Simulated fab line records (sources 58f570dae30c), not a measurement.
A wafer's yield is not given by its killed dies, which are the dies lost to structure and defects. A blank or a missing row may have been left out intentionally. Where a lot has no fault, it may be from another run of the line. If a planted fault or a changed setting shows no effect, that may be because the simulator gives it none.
fab line records | flow berkeley-cmos170
record: lots: 10 | wafers: 30 | last-day: 11
route steps=331 shown ACTIVE@77 SACOX@99 PSD@178 CONTACT@231
lots that met no fault: from a run of the same line without faults
start-h: the number of hours between the record's first day and the start of the first shown wafer of the lot | wait-h: how many hours have passed since the lot's step before this one | " unchanged from the row above | L1.1+2: a row that stands for several wafers | - value missing, or start not given | * or withheld: withheld | < > ~ a bound
route shown NAME@n: a module of which the file shows steps, and the number in the route of the first | usual: mean/standard deviation taken from wafers without a fault | same: alike in all rows | chamber/n: place in a boat | sites: readings site by site | _std_site: the standard deviation of these | _edge_site: the outer-site mean with the inner-site mean subtracted | radius-mm: for every site, how far away it sits from the centre of the wafer | mask NAME#n: copy n | behind: the tool/chamber that last shaped the wafer | hold: the reason the lot was held/the length of the hold in hours/how it ended | device: names the non-switching transistor (n, p or np) | end of line: at the end of the route, the tests of the same wafers | a step with no rows: only its recipe | killed: dies that structure and defects cost at the first sort, which is not the same as the wafer's yield | map: shows each die of a wafer: x if killed, . if not, _ if none is there
set.NAME: the setting that was run; set.NAME@STEP: the one run at that earlier step | model.NAME: the simulator's own value behind a step, which no gauge read
steps of the route over a sample of lots; a table a step, a row a wafer
services: the hour from which a tool's chamber was out of use, counted from the record's first day as start-h (under 0 if before that day), plus the number of hours and why
== steps ==
step: UCB170_ACTIVE_CD_MEAS_90
recipe: target-cd-nm: 1200
usual: cd-nm: 1199.8/1.3
lot.wafer | tool      | chamber | start-h | wait-h | cd-nm
L650.1    | cd-sem-02 | -       | 103.13  | 0.1    | 1201.4
L650.3    | "         | -       | "       | "      | 1201.0
L650.5    | "         | -       | "       | "      | 1201.3
L651.3    | cd-sem-02 | -       | 103.33  | 0.1    | 1198.6
L651.4    | "         | -       | "       | "      | 1199.8
L651.6    | "         | -       | "       | "      | 1199.2
L653.1    | cd-sem-01 | -       | 107.29  | 0.1    | 1200.3
L653.3    | "         | -       | "       | "      | 1200.9
L653.4    | "         | -       | "       | "      | 1199.6
L652.1    | cd-sem-01 | -       | 107.60  | 0.1    | 1200.5
L652.4    | "         | -       | "       | "      | 1200.7
L652.6    | "         | -       | "       | "      | 1199.7
L658.1    | cd-sem-02 | -       | 127.24  | 0.1    | 1198.8
L658.2    | "         | -       | "       | "      | 1199.9
L658.3    | "         | -       | "       | "      | 1198.8
L656.3    | cd-sem-01 | -       | 127.45  | 0.1    | 1199.6
L656.4    | "         | -       | "       | "      | 1200.7
L656.5    | "         | -       | "       | "      | 1202.0
L662.2    | cd-sem-02 | -       | 142.89  | 0.1    | 1200.5
L662.5    | "         | -       | "       | "      | 1201.9
L662.6    | "         | -       | "       | "      | 1200.9
L668.2    | cd-sem-02 | -       | 163.16  | 0.1    | 1198.9
L668.4    | "         | -       | "       | "      | 1199.6
L668.5    | "         | -       | "       | "      | 1199.3
L669.1    | cd-sem-02 | -       | 166.76  | 0.1    | 1198.0
L669.2    | "         | -       | "       | "      | 1198.0
L669.6    | "         | -       | "       | "      | 1198.5
L671.1    | cd-sem-01 | -       | 182.73  | 0.1    | 1200.4
L671.2    | "         | -       | "       | "      | 1199.3
L671.5    | "         | -       | "       | "      | 1199.5
step: UCB170_SACOX_THK_MEAS_02
recipe: reads: SiO2_of_SACOX_OXIDATION_01
usual: SACOX_OXIDE_THK: 14.5/0.33
lot.wafer | tool          | chamber | start-h | wait-h | SACOX_OXIDE_THK[nm]
L652.1    | film-metro-03 | -       | 122.66  | 0.0    | 14.8
L652.4    | "             | -       | "       | "      | 14.9
L652.6    | "             | -       | "       | "      | 15.1
L651.3    | film-metro-02 | -       | 122.68  | 0.0    | 14.6
L651.4    | "             | -       | "       | "      | 14.8
L651.6    | "             | -       | "       | "      | 14.8
L650.1    | film-metro-02 | -       | 122.72  | 0.1    | 14.6
L650.3    | "             | -       | "       | "      | 14.7
L650.5    | "             | -       | "       | "      | 14.7
L653.1    | film-metro-03 | -       | 122.72  | 0.1    | 14.6
L653.3    | "             | -       | "       | "      | 14.8
L653.4    | "             | -       | "       | "      | 14.8
L658.1    | film-metro-03 | -       | 149.16  | 0.0    | 14.9
L658.2    | "             | -       | "       | "      | 14.9
L658.3    | "             | -       | "       | "      | 14.7
L656.3    | film-metro-03 | -       | 149.24  | 0.1    | 14.5
L656.4    | "             | -       | "       | "      | 14.9
L656.5    | "             | -       | "       | "      | 14.5
L662.2    | film-metro-03 | -       | 166.32  | 0.1    | 14.8
L662.5    | "             | -       | "       | "      | 14.6
L662.6    | "             | -       | "       | "      | 14.7
L669.1    | film-metro-03 | -       | 188.69  | 0.0    | 14.4
L669.2    | "             | -       | "       | "      | 14.5
L669.6    | "             | -       | "       | "      | 14.2
L668.2    | film-metro-02 | -       | 188.70  | 0.0    | 14.3
L668.4    | "             | -       | "       | "      | 14.6
L668.5    | "             | -       | "       | "      | 14.4
L671.1    | film-metro-02 | -       | 204.86  | 0.0    | 14.1
L671.2    | "             | -       | "       | "      | 14.1
L671.5    | "             | -       | "       | "      | 14.0
step: UCB170_PSD_EXPOSE_03
recipe: mask-id: PSELECT_MOD | na: 0.5 | sigma-outer: 0.6 | source-shape: conventional | target-cd-nm: 1200 | dose-mj: 29.62
usual: exposure-dose-mJ-cm2: 29.999/0.025 | reticle-temp-C: 22.99/0.1
lot.wafer | tool           | chamber | start-h | wait-h | mask          | exposure-dose-mJ-cm2 | reticle-temp-C
L652.1    | krf-scanner-01 | 0       | 157.50  | 0.2    | PSELECT_MOD#0 | 29.984               | 23.03
L652.4    | "              | 0       | "       | "      | PSELECT_MOD#0 | 30.025               | 23.08
L652.6    | "              | 0       | "       | "      | PSELECT_MOD#0 | 29.986               | 22.98
L653.1    | krf-scanner-01 | 0       | 158.10  | 0.4    | PSELECT_MOD#0 | 30.039               | 23.02
L653.3    | "              | 0       | "       | "      | PSELECT_MOD#0 | 30.029               | 23.12
L653.4    | "              | 0       | "       | "      | PSELECT_MOD#0 | 30.045               | 23.00
L651.3    | krf-scanner-02 | 0       | 158.38  | 0.6    | PSELECT_MOD#0 | 30.016               | 23.24
L651.4    | "              | 0       | "       | "      | PSELECT_MOD#0 | 30.085               | 22.95
L651.6    | "              | 0       | "       | "      | PSELECT_MOD#0 | 29.987               | 22.92
L650.1    | krf-scanner-01 | 0       | 158.58  | 0.4    | PSELECT_MOD#0 | 30.036               | 22.78
L650.3    | "              | 0       | "       | "      | PSELECT_MOD#0 | 29.962               | 22.91
L650.5    | "              | 0       | "       | "      | PSELECT_MOD#0 | 29.966               | 23.05
L658.1    | krf-scanner-02 | 0       | 192.46  | -      | PSELECT_MOD#0 | 29.991               | 23.03
L658.2    | "              | 0       | "       | "      | PSELECT_MOD#0 | 29.968               | 22.91
L658.3    | "              | 0       | "       | "      | PSELECT_MOD#0 | 29.987               | 22.99
L656.3    | krf-scanner-01 | 0       | 193.08  | -      | PSELECT_MOD#0 | 30.015               | 23.02
L656.4    | "              | 0       | "       | "      | PSELECT_MOD#0 | 30.017               | 23.01
L656.5    | "              | 0       | "       | "      | PSELECT_MOD#0 | 29.998               | 23.02
L662.2    | krf-scanner-01 | 0       | 213.59  | 0.5    | PSELECT_MOD#0 | 29.988               | 23.06
L662.5    | "              | 0       | "       | "      | PSELECT_MOD#0 | 29.984               | 22.99
L662.6    | "              | 0       | "       | "      | PSELECT_MOD#0 | 30.005               | 23.06
L669.1    | krf-scanner-02 | 0       | 227.26  | 0.4    | PSELECT_MOD#0 | 30.012               | 23.02
L669.2    | "              | 0       | "       | "      | PSELECT_MOD#0 | 30.024               | 22.91
L669.6    | "              | 0       | "       | "      | PSELECT_MOD#0 | 30.022               | 22.99
L668.2    | krf-scanner-02 | 0       | 227.40  | 0.4    | PSELECT_MOD#0 | 30.026               | 22.99
L668.4    | "              | 0       | "       | "      | PSELECT_MOD#0 | 29.993               | 22.86
L668.5    | "              | 0       | "       | "      | PSELECT_MOD#0 | 29.970               | 22.89
L671.1    | krf-scanner-02 | 0       | 244.35  | 0.1    | PSELECT_MOD#0 | 29.974               | 22.91
L671.2    | "              | 0       | "       | "      | PSELECT_MOD#0 | 29.956               | 23.02
L671.5    | "              | 0       | "       | "      | PSELECT_MOD#0 | 29.994               | 23.02
step: UCB170_PSD_OVL_MEAS_07
usual: PSD_OVL: 0/7.1
lot.wafer | tool       | chamber | start-h | wait-h | hold                     | PSD_OVL[nm]
L652.1    | overlay-01 | -       | 158.23  | 0.1    | -                        | -1
L652.4    | "          | -       | "       | "      | -                        | 1
L652.6    | "          | -       | "       | "      | -                        | -6
L653.1    | overlay-02 | -       | 158.95  | 0.1    | -                        | 4
L653.3    | "          | -       | "       | "      | -                        | 9
L653.4    | "          | -       | "       | "      | -                        | 7
L651.3    | overlay-01 | -       | 159.24  | 0.1    | -                        | 1
L651.4    | "          | -       | "       | "      | -                        | 1
L651.6    | "          | -       | "       | "      | -                        | 6
L650.1    | overlay-01 | -       | 159.78  | 0.1    | -                        | -5
L650.3    | "          | -       | "       | "      | -                        | -6
L650.5    | "          | -       | "       | "      | -                        | -9
L658.1    | overlay-02 | -       | 194.58  | 0.1    | -                        | 10
L658.2    | "          | -       | "       | "      | -                        | -6
L658.3    | "          | -       | "       | "      | -                        | 0
L656.3    | overlay-02 | -       | 194.87  | 0.1    | await-dispo/0.2h/release | 179
L656.4    | "          | -       | "       | "      | await-dispo/0.2h/release | 178
L656.5    | "          | -       | "       | "      | await-dispo/0.2h/release | 177
L656.3    | overlay-02 | -       | 195.14  | 0.3    | -                        | 185
L656.4    | "          | -       | "       | "      | -                        | 182
L656.5    | "          | -       | "       | "      | -                        | 182
L662.2    | overlay-01 | -       | 214.09  | 0.1    | await-dispo/0.2h/release | 186
L662.5    | "          | -       | "       | "      | await-dispo/0.2h/release | 181
L662.6    | "          | -       | "       | "      | await-dispo/0.2h/release | 184
L662.2    | overlay-01 | -       | 214.29  | 0.2    | -                        | 190
L662.5    | "          | -       | "       | "      | -                        | 186
L662.6    | "          | -       | "       | "      | -                        | 187
L669.1    | overlay-01 | -       | 228.43  | 0.1    | -                        | -4
L669.2    | "          | -       | "       | "      | -                        | -12
L669.6    | "          | -       | "       | "      | -                        | -15
L668.2    | overlay-02 | -       | 228.71  | 0.1    | -                        | -1
L668.4    | "          | -       | "       | "      | -                        | -14
L668.5    | "          | -       | "       | "      | -                        | 10
L671.1    | overlay-01 | -       | 245.08  | 0.1    | -                        | 2
L671.2    | "          | -       | "       | "      | -                        | -2
L671.5    | "          | -       | "       | "      | -                        | 5
step: UCB170_CONTACT_CD_MEAS_15
recipe: target-cd-nm: 700
usual: cd-nm: 700.3/1.4
lot.wafer | tool      | chamber | start-h | wait-h | cd-nm
L652.1    | cd-sem-01 | -       | 175.55  | -      | 700.2
L652.4    | "         | -       | "       | "      | 699.4
L652.6    | "         | -       | "       | "      | 700.3
L651.3    | cd-sem-01 | -       | 176.41  | -      | 698.9
L651.4    | "         | -       | "       | "      | 698.8
L651.6    | "         | -       | "       | "      | 699.4
L653.1    | cd-sem-02 | -       | 176.47  | -      | 700.7
L653.3    | "         | -       | "       | "      | 699.1
L653.4    | "         | -       | "       | "      | 700.2
L650.1    | cd-sem-01 | -       | 178.10  | -      | 699.2
L650.3    | "         | -       | "       | "      | 696.5
L650.5    | "         | -       | "       | "      | 697.8
L658.1    | cd-sem-01 | -       | 209.03  | -      | 699.9
L658.2    | "         | -       | "       | "      | 700.8
L658.3    | "         | -       | "       | "      | 701.5
L656.3    | cd-sem-01 | -       | 209.65  | -      | 701.4
L656.4    | "         | -       | "       | "      | 702.2
L656.5    | "         | -       | "       | "      | 702.7
L662.2    | cd-sem-01 | -       | 227.91  | -      | 700.7
L662.5    | "         | -       | "       | "      | 701.0
L662.6    | "         | -       | "       | "      | 700.0
L669.1    | cd-sem-01 | -       | 240.14  | -      | 696.0
L669.2    | "         | -       | "       | "      | 698.1
L669.6    | "         | -       | "       | "      | 697.9
L668.2    | cd-sem-01 | -       | 240.30  | -      | 700.4
L668.4    | "         | -       | "       | "      | 700.6
L668.5    | "         | -       | "       | "      | 699.9
L671.1    | cd-sem-02 | -       | 253.22  | -      | 700.8
L671.2    | "         | -       | "       | "      | 700.9
L671.5    | "         | -       | "       | "      | 700.2
== services ==
tool           | chamber | start-h | hours | kind
krf-scanner-01 | -       | 155.87  | 0.1   | repair
krf-scanner-01 | -       | 163.15  | 0.8   | pm
krf-scanner-02 | -       | 168.39  | 1.3   | pm
krf-scanner-02 | -       | 179.70  | 3.6   | pm
krf-scanner-01 | -       | 183.26  | 1.3   | pm
krf-scanner-01 | -       | 214.71  | 1.7   | repair
krf-scanner-01 | -       | 215.92  | 0.6   | repair
krf-scanner-01 | -       | 223.71  | 4.0   | pm
krf-scanner-02 | -       | 238.86  | 1.0   | pm
krf-scanner-01 | -       | 240.61  | 1.0   | pm
== key ==
first-sign: step: UCB170_PSD_OVL_MEAS_07 | reading: visit | direction: added
effect: step: UCB170_PSD_OVL_MEAS_07 | reading: PSD_OVL | direction: up | sigmas: 26 | usual: 0 | struck: 181
met-at UCB170_PSD_EXPOSE_03
struck-lots L656,L662
tester-left-out L656,L662
not-acting-at UCB170_ACTIVE_CD_MEAS_90,UCB170_SACOX_THK_MEAS_02,UCB170_CONTACT_CD_MEAS_15
onset-between 158.58 193.08
fault: kind: scanner-matching-overlay | tool: krf-scanner-01 | chamber: - | onset-h: 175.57 | steps: UCB170_PSD_EXPOSE_03 | offset: 180
tester-left-out: of these lots the tester's yield and bins aren't shown, on N5 and GAA mostly nor the transistor test; their killed dies are dies lost to structure and defects alone, not to doping, threshold or leakage, so they don't give the yield
